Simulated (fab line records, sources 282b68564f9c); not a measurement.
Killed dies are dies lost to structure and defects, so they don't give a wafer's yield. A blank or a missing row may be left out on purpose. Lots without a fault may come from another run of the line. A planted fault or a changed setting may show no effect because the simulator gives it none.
A sampling plan put to the test | flow rit_cmos | one fab line, 7 faults that these records tell of, each judged on the records of the lots that it struck; 2 more are left out, because the records don't allow judging them
The plan is the line's own looks: the steps of the route at which a gauge or an inspection reads the wafer and doesn't change it. A look can be judged if struck wafers have a number there and the file gives its usual mean and standard deviation on fault-free wafers. Caught: at a look after the fault's first step, the mean of the struck wafers lies 4 or more of those standard deviations (sigma) from the usual mean. On the tool: the same test on the tool's own readings at the fault's steps. Another recipe on the struck wafers, or a record that is blank for them alone, also counts as caught.

THE FAULTS, as the simulator had put them in
1. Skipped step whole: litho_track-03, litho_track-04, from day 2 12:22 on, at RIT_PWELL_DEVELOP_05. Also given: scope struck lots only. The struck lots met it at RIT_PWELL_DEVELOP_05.
2. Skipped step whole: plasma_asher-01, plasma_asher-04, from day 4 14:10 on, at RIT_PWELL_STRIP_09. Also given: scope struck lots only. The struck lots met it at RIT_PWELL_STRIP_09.
3. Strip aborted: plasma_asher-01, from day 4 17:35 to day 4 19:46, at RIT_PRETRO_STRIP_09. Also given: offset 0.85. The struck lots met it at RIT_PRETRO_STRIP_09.
4. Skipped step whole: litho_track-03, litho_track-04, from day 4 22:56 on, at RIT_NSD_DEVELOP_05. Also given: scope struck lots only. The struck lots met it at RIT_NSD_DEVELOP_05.
5. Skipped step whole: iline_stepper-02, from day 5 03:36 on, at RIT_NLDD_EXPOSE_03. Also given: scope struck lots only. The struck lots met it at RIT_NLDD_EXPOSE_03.
6. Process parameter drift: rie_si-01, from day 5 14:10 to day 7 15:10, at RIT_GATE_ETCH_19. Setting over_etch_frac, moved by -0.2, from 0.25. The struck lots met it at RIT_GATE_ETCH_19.
7. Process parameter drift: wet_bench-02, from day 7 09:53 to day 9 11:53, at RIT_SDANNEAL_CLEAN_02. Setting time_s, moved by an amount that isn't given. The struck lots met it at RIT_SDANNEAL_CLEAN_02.

WHAT THE PLAN SAW
fault | on the tool itself                               | first look that catches it                   | reading, sigma | median hours from its first step to that look | hours from the fault's start to the first struck lot there | judged looks passed uncaught
1     | the tool's record is blank for the struck wafers | not the one look that can be judged after it | -              | -                                             | -                                                          | 1
2     | the tool's record is blank for the struck wafers | no look after it can be judged               | -              | -                                             | -                                                          | 0
3     | run_length_s -99 or beyond sigma                 | no look after it can be judged               | -              | -                                             | -                                                          | 0
4     | the tool's record is blank for the struck wafers | no look after it can be judged               | -              | -                                             | -                                                          | 0
5     | no reading that can be judged                    | no look after it can be judged               | -              | -                                             | -                                                          | 0
6     | oes_product_au +7.5 sigma                        | not the one look that can be judged after it | -              | -                                             | -                                                          | 1
7     | run_length_s +9.4 sigma                          | no look after it can be judged               | -              | -                                             | -                                                          | 0
A dash: the fault isn't caught, or these records don't give the number.

Caught at a look: 0 of 7. Caught on the tool: 6 of 7. By one or the other: 6 of 7.
Caught on the tool alone: faults 1, 2, 3, 4, 6, 7.
Caught by neither: fault 5.
